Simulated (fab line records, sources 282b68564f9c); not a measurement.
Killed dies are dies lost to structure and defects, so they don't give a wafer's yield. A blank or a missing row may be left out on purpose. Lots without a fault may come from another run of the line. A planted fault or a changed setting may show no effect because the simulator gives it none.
A struck lot beside a sound one | flow rit_cmos | 15 steps out of a route of 202
Sound: wafers L912.2, L912.5, L912.6. Struck: wafers L925.1, L925.3. (L925.2 of the same lot was not struck and is left out.) The cause comes at the end.
At each step with rows: each side's tool, then ch and its chambers, then its first start. Under that, the readings that differ: sound wafers | struck wafers | difference of the means | sigmas: that difference in standard deviations of wafers without a fault.
alike: readings whose means differ by less than 2 such deviations, and words and numbers that are the same on both sides. not compared: withheld readings, readings that some wafer has no value for, bounds like >300 that may hide the same value, and numbers for which the record gives no deviation and whose values overlap.
The two part at a step that has a row with sigmas, a row that says differs or no value, or rows on one side only. Numbers that don't overlap but have no deviation are shown without sigmas and don't part them. A reading that every wafer of one side lacks parts them only if that side has two wafers or more.

RIT_M1_SPUTTER_00: material Al, target thk 400 nm, time 500 s.
  sound on pvd_sputter-01, day 4 04:59; struck on pvd_sputter-01, day 6 22:50
  alike: throttle_valve_pct
RIT_M1_RS_MEAS_01: measures by four-point-probe.
  sound on film_metro-04, day 4 05:18; struck on film_metro-02, day 6 23:08
  alike: M1_AL_RS
RIT_M1_THK_MEAS_02: measures by xrf.
  sound on film_metro-04, day 4 05:25; struck on film_metro-02, day 6 23:15
  alike: M1_AL_THK
then, 6 steps without rows for these wafers: RIT_M1_HMDS_03 (prime time 60 s); RIT_M1_COAT_04 (resist thk 1300 nm); RIT_M1_SOFTBAKE_05 (time 60 s); RIT_M1_EXPOSE_06 (exposes mask M12, target cd 2600 nm); RIT_M1_PEB_07; RIT_M1_DEVELOP_08 (develop time 68 s).
RIT_M1_CD_MEAS_09: target cd 2600 nm.
  sound on cd_sem-01, day 4 06:29; struck on cd_sem-01, day 7 00:11
  alike: cd_nm
RIT_M1_OVL_MEAS_10:
  sound on overlay-02, day 4 06:35; struck on overlay-01, day 7 00:19
  alike: M1_OVL
then, 1 step without rows for these wafers: RIT_M1_HARDBAKE_11 (time 120 s).
RIT_M1_METAL_ETCH_12: etches Al in Cl2/BCl3, stops on SiO2, time 165 s, target depth 600 nm.
  sound on rie_metal-04 ch 0,1, day 4 06:52; struck on rie_metal-04 ch 0, day 7 00:35
  reading                                 | sound             | struck      | difference | sigmas
  rf_fwd_power_W (W)                      | 249.4 249.1 249.4 | 220.1 219.6 | -29.5      | -39
  model.NOVOLAK_of_M1_COAT_04.thk_nm (nm) | 816.5 814.6 807.8 | 856.2 859.2 | +44.7      |
  alike: drypump_motor_current_A, oes_product_au, throttle_valve_pct
  not compared: rf_hours_counter_h
then, 1 step without rows for these wafers: RIT_M1_STRIP_13 (strips in nmp, time 600 s).
RIT_M1_PROBE_99:
  the record has rows for the sound wafers here (prober-01, day 4 09:11) and none for the struck ones

WHERE THEY PART
First at RIT_M1_METAL_ETCH_12; last, within this record, at RIT_M1_PROBE_99.

WHY: what the simulator had put in
Process parameter drift: rie_metal-04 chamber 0, from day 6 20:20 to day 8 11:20, at RIT_M1_METAL_ETCH_12. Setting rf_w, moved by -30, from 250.
